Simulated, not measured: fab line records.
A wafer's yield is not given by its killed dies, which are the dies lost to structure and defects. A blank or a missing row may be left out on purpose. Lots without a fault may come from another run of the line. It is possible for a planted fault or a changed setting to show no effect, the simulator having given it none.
A struck lot beside a sound one	flow berkeley-cmos170	43 out of 331 route steps
Sound: the wafers L925.1, L925.2, L925.6. Wafers L937.1, L937.5, L937.6 were the ones struck. The cause comes at the end.
Each step with rows lists, per side, the tool, then ch with its chambers, then its first start. Under that, the readings that differ: sound wafers	struck wafers	difference of the means	sigmas: that difference in standard deviations of wafers without a fault.
alike: readings whose means differ by less than 2 such deviations, and words and numbers that are the same on both sides. not compared: withheld readings, readings that some wafer has no value for, bounds like >300 that may hide the same value, and numbers for which the record gives no deviation and whose values overlap.
A row with sigmas, a row that says differs or no value, or rows on one side alone: a step with any of these is where the two part. Numbers that have no deviation but don't overlap get no sigmas and don't part them. A reading missing from all wafers of one side parts the sides only when that side holds two or more wafers.

first, 1 step without rows for these wafers: UCB170_PFIELD_IMPLANT_07.
UCB170_PFIELD_STRIP_08: strips in O2.
  sound on plasma-asher-01 ch 0,1, day 5 15:16; struck on plasma-asher-04 ch 0,1, day 8 01:22
  alike: drypump-motor-current-A, o2-flow-sccm, oes-product-au, strip-time-to-endpoint-s
  not compared: rf-hours-counter-h
UCB170_PFIELD_TW_MEAS_09:
  sound on film-metro-02, day 5 15:22; struck on film-metro-03, day 8 01:28
  alike: PFIELD_TW
then, 2 steps without rows for these wafers: UCB170_FIELD_CLEAN_00 (cleans in dHF, time 7.5 s); UCB170_FIELD_OXIDATION_01 (target thk 558.3 nm, ox time 7200 s).
UCB170_FIELD_THK_MEAS_02:
  sound on film-metro-04, day 5 22:11; struck on film-metro-01, day 8 08:40
reading	sound	struck	difference	sigmas
FIELD_OXIDE_THK (nm)	561 569 563	535 547 547	-21	-2
then, 4 steps without rows for these wafers: UCB170_FIELD_ANNEAL_03 (time 1200 s); UCB170_FIELD_WET_ETCH_04 (etches SiO2 in dHF, time 60 s); UCB170_FIELD_WET_ETCH_05 (etches Si3N4 in H3PO4, time 12600 s); UCB170_FIELD_WET_ETCH_06 (etches SiO2 in BOE, time 22 s).
UCB170_FIELD_THK_MEAS_90:
  sound on film-metro-04, day 6 06:32; struck on film-metro-01, day 8 19:13
reading	sound	struck	difference	sigmas
FIELD_OXIDE_LEFT_1_THK (nm)	446 454 447	418 430 430	-23	-2
then, 1 step without rows for these wafers: UCB170_SACOX_CLEAN_00 (cleans in dHF, time 7.5 s).
UCB170_SACOX_OXIDATION_01: target thk 14.4 nm, ox time 2400 s.
  sound on furnace-04 ch 0, day 6 11:21; struck on furnace-02 ch 0, day 9 03:04
  alike: zone-power-centre-pct
UCB170_SACOX_THK_MEAS_02:
  sound on film-metro-02, day 6 13:01; struck on film-metro-03, day 9 04:44
  alike: SACOX_OXIDE_THK
then, 2 steps without rows for these wafers: UCB170_SCREENOX_WET_ETCH_00 (etches SiO2 in dHF, time 200 s); UCB170_SCREENOX_OXIDATION_01 (target thk 14.4 nm, ox time 2400 s).
UCB170_SCREENOX_THK_MEAS_02:
  sound on film-metro-04, day 6 18:13; struck on film-metro-02, day 9 13:57
  alike: SCREENOX_OXIDE_THK
then, 7 steps without rows for these wafers: UCB170_SCREENOX_ANNEAL_03 (time 900 s); UCB170_NVT_HMDS_00 (prime time 60 s); UCB170_NVT_COAT_01 (resist thk 900 nm); UCB170_NVT_SOFTBAKE_02 (time 60 s); UCB170_NVT_EXPOSE_03 (exposes mask PWELL, target cd 3000 nm); UCB170_NVT_PEB_04; UCB170_NVT_DEVELOP_05 (develop time 45 s).
UCB170_NVT_OVL_MEAS_06:
  sound on overlay-01, day 7 01:01; struck on overlay-01, day 9 21:53
  alike: NVT_OVL
following that, these wafers have no rows for 1 step: UCB170_NVT_IMPLANT_07.
UCB170_NVT_STRIP_08: strips in O2.
  sound on plasma-asher-02 ch 0,1, day 7 01:12; struck on plasma-asher-04 ch 0,1, day 9 22:04
  alike: drypump-motor-current-A, o2-flow-sccm, oes-product-au, strip-time-to-endpoint-s
  not compared: rf-hours-counter-h
UCB170_NVT_TW_MEAS_09:
  sound on film-metro-01, day 7 01:18; struck on film-metro-03, day 9 22:10
  alike: NVT_TW
then, 7 steps without rows for these wafers: UCB170_NVT_CLEAN_10 (cleans in SPM, time 600 s); UCB170_PVT_HMDS_00 (prime time 60 s); UCB170_PVT_COAT_01 (resist thk 900 nm); UCB170_PVT_SOFTBAKE_02 (time 60 s); UCB170_PVT_EXPOSE_03 (exposes mask NWELL, target cd 3000 nm); UCB170_PVT_PEB_04; UCB170_PVT_DEVELOP_05 (develop time 45 s).
UCB170_PVT_OVL_MEAS_06:
  sound on overlay-02, day 7 02:23; struck on overlay-01, day 10 00:43
  alike: PVT_OVL
following that, these wafers have no rows for 1 step: UCB170_PVT_IMPLANT_07.
UCB170_PVT_STRIP_08: strips in O2.
  sound on plasma-asher-01 ch 0,1, day 7 02:34; struck on plasma-asher-04 ch 0,1, day 10 00:54
  alike: drypump-motor-current-A, o2-flow-sccm, oes-product-au, strip-time-to-endpoint-s
  not compared: rf-hours-counter-h
UCB170_PVT_TW_MEAS_09:
  sound on film-metro-03, day 7 02:40; struck on film-metro-04, day 10 01:00
  alike: PVT_TW
then, 1 step without rows for these wafers: UCB170_GATE_WET_ETCH_00 (etches SiO2 in dHF, time 200 s).
UCB170_FIELD_THK_MEAS_91:
  sound on film-metro-03, day 7 02:48; struck on film-metro-03, day 10 01:08
reading	sound	struck	difference	sigmas
FIELD_OXIDE_LEFT_2_THK (nm)	357 365 359	330 341 341	-23	-2
then, 1 step without rows for these wafers: UCB170_GATE_OXIDATION_01 (target thk 6.6 nm, ox time 1800 s).
-- the record jumps here: 2 days lie between the struck wafers' starts before and after (it left off in module GATE and takes up again in module M3, whose first step shown is number 331 of the route) --
UCB170_M3_PROBE_99:
  the record has rows for the struck wafers here (prober-01, day 12 13:04) and none for the sound ones

WHERE THEY PART
At UCB170_FIELD_THK_MEAS_02 first; at UCB170_M3_PROBE_99 last (within this record only).

WHY: whatever the simulator had introduced
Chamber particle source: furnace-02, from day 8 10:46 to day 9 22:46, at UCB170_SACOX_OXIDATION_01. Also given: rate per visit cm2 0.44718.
